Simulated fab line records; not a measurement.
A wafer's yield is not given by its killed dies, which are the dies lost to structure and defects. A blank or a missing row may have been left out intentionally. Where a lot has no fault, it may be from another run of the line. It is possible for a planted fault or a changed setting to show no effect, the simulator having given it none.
Problem report, 8D (eight disciplines) form, completed by code | flow berkeley_cmos170 | the parts of the form that need people (team, actions taken, sign-off) are left out

1. THE PROBLEM
heater_power_total_W at UCB170_V1_PEB_10 reads a mean of 57.61 W on 6 wafers of 2 lots; wafers without a fault read 56.80 W with a standard deviation of 0.048. That is +17 standard deviations from the usual mean.
Earliest sighting: wafer L355.3 on litho_track-03 at day 9 05:20. The record has a number at this step for 42 wafers belonging to 14 lots. Rule for "out" (also "out of limits"): further than 4 standard deviations from the usual mean. All remaining wafers that have a number are taken as sound.

2. WHAT IT IS AND WHAT IT IS NOT
question                    | is                     | is not
which readings at this step | heater_power_total_W   | -
which lots                  | L355, L358             | L349, L350, L351, L352, L353, L354, L357, L366, L367, L368, L369, L371
which wafers of those lots  | all that have a number | -
read on which tools         | litho_track-03         | litho_track-02, litho_track-04
when                        | from day 9 05:20       | up to then (21 sound wafers); but 15 sound wafers of L366, L367, L368, L369, L371 came after

3. WHAT RULES OUT EACH SUSPECT
Counting: a tool at any process step up to the reading remains a suspect when it ran all the lots that are out and ran no sound lot after the first of those.
- litho_track-03 at UCB170_V1_PEB_10: kept. Every lot that is out went through it, starting with L355 (day 9 05:20), and after that it ran no sound lot; the last sound lot it ran before then is L354 (day 8 13:55). On those wafers its own readings are out: heater_power_total_W.
The count leaves litho_track-03 at UCB170_V1_PEB_10.

4. THE CAUSE (what the simulator had put in)
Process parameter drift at UCB170_V1_PEB_10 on litho_track-03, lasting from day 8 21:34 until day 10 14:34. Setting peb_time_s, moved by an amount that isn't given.
The count eliminated every tool but this one.

5. THE CHAIN OF EFFECTS, in route order
Rows list readings where the struck wafers' mean (over those with a number) sits beyond 3 standard deviations from the usual. Scope: only readings with a usual standard deviation given in the record; hours: median across lots of the time from each lot's start at the first step in this table that gives one to its start at this step; sigmas: change in usual standard deviations.
hours | step             | reading              | usual   | on struck wafers | change | sigmas
0     | UCB170_V1_PEB_10 | heater_power_total_W | 56.80 W | 57.61            | +0.81  | +17
The process steps in it:
- UCB170_V1_PEB_10

6. HOW IT WOULD HAVE BEEN CAUGHT EARLIER
The fault began at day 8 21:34; the first out-of-limits reading in this record came at day 9 05:20, 8 hours later.
